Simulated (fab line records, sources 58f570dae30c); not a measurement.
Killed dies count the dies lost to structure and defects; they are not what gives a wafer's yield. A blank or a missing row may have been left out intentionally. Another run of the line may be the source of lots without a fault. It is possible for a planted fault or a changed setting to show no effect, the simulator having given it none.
Struck lot and sound lot, side by side || flow berkeleyCmos170 || 20 steps out of a route of 331
Sound: the wafers L912.1, L912.2, L912.6. Struck: wafers L921.1, L921.4, L921.6. The cause is named last.
Each step with rows lists, per side, the tool, then ch with its chambers, then its first start. Under that, the readings that differ: sound wafers || struck wafers || difference of the means || sigmas: that difference in standard deviations of wafers without a fault.
alike: readings with means less than 2 such deviations apart, plus words and numbers identical on both sides. not compared: withheld readings, readings lacking a value on some wafer, bounds such as >300 that could conceal the same value, and numbers that have no deviation in the record and whose values overlap.
Wherever a step has rows on one side only, a row that says differs or no value, or a row with sigmas, the two part there. Numbers that don't overlap but have no deviation are shown without sigmas and don't part them. A reading missing from all wafers of one side parts the sides only when that side holds two or more wafers.

UCB170_M2_METAL_ETCH_18: etches Al in Cl2/BCl3, stops on SiO2, target depth 1170 nm, time 195 s.
  sound on rieMetal-01 ch 0,1, day 8 03:52; struck on rieMetal-02 ch 0,1, day 10 15:22
  alike: drypumpMotorCurrentA, heBacksideLeakSccm, mfcCl2Sccm, oesProductAu, throttleValvePct
  not compared: rfHoursCounterH
UCB170_M2_STRIP_19: strips in O2.
  sound on plasmaAsher-02 ch 0,1, day 8 04:03; struck on plasmaAsher-04 ch 0,1, day 10 15:34
  alike: drypumpMotorCurrentA, o2FlowSccm, oesProductAu
  not compared: rfHoursCounterH
UCB170_M2_CD_MEAS_90 targets a cd of 700 nm.
  struck on cdSem-01, day 10 15:40; sound on cdSem-02, day 8 04:09
  alike: cdNm
UCB170_V2_CVD_00: deposits SiO2 from TEOS/O2, target thk 2000 nm, time 250 s.
  sound on pecvd-04 ch 0,1, day 8 04:16; struck on pecvd-01 ch 0,1,2, day 10 15:47
  alike: heaterPowerW, pressureMtorr
UCB170_V2_THK_MEAS_01:
  struck on filmMetro-03, day 10 15:56; sound on filmMetro-03, day 8 04:26
  alike: V2_TEOS_THK
UCB170_V2_CMP_02: polishes SiO2.
  sound on cmp-02 ch 1,2,3, day 8 04:29; struck on cmp-02 ch 1,3, day 10 16:03
  alike: motorCurrentA, slurryFilterDpKPa
UCB170_V2_BOW_MEAS_03:
  struck on filmMetro-02, day 10 16:18; sound on filmMetro-02, day 8 04:47
  alike: V2_BOW
UCB170_V2_THK_MEAS_04:
  struck on filmMetro-02, day 10 16:25; sound on filmMetro-02, day 8 04:55
  alike: V2_POLISHED_THK
then, 4 steps without rows for these wafers: UCB170_V2_CLEAN_05 (cleans in DIW); UCB170_V2_HMDS_06 (prime time 60 s); UCB170_V2_COAT_07 (resist thk 900 nm); UCB170_V2_SOFTBAKE_08 (time 60 s).
UCB170_V2_EXPOSE_09: exposes mask VIA2, target cd 700 nm.
  sound on krfScanner-01 ch 0, day 8 05:58; struck on krfScanner-01 ch 0, day 10 17:50
{"reading": "exposureDoseMJCm2", "sound": "37.06 37.03 37.00", "struck": "39.98 39.94 39.96", "difference": "+2.93", "sigmas": "+71"}
  alike: mask
then, 2 steps without rows for these wafers: UCB170_V2_PEB_10; UCB170_V2_DEVELOP_11 (develop time 45 s).
UCB170_V2_CD_MEAS_12 targets a cd of 700 nm.
  struck on cdSem-01, day 10 18:14; sound on cdSem-02, day 8 06:21
{"reading": "cdNm (nm)", "sound": "699.0 700.4 700.3", "struck": "712.8 713.5 713.3", "difference": "+13.3", "sigmas": "+9"}
UCB170_V2_OVL_MEAS_13:
  struck on overlay-02, day 10 18:21; sound on overlay-02, day 8 06:28
  alike: V2_OVL
UCB170_V2_ETCH_14: etches SiO2 in CHF3/CF4/Ar, stops on Al, target depth 1250 nm, time 291 s.
  sound on rieDiel-02 ch 2,3, day 8 06:31; struck on rieDiel-02 ch 0,1, day 10 18:23
{"reading": "model.V2.cdNm (nm)", "sound": "699.1 700.8 700.7", "struck": "713 713.6 712.7", "difference": "+13", "sigmas": ""}
  alike: CHF3_flow_sccm, cf4FlowSccm, drypumpMotorCurrentA, oesProductAu, throttleValvePct
  not compared: rfHoursCounterH
UCB170_V2_STRIP_15: strips in O2.
  sound on plasmaAsher-01 ch 0,1, day 8 06:41; struck on plasmaAsher-03 ch 0,1, day 10 18:34
  alike: drypumpMotorCurrentA, o2FlowSccm, oesProductAu, stripTimeToEndpointS
  not compared: rfHoursCounterH
UCB170_M3_PROBE_99:
  only the struck wafers here have rows in the record (prober-01, day 10 22:03); the sound ones have none

WHERE THEY PART
Earliest at UCB170_V2_EXPOSE_09; latest, in this record, at UCB170_M3_PROBE_99.

WHY: the cause the simulator had injected
Process parameter drift: krfScanner-01, from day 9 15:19 on, at UCB170_V2_EXPOSE_09. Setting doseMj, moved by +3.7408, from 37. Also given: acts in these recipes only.
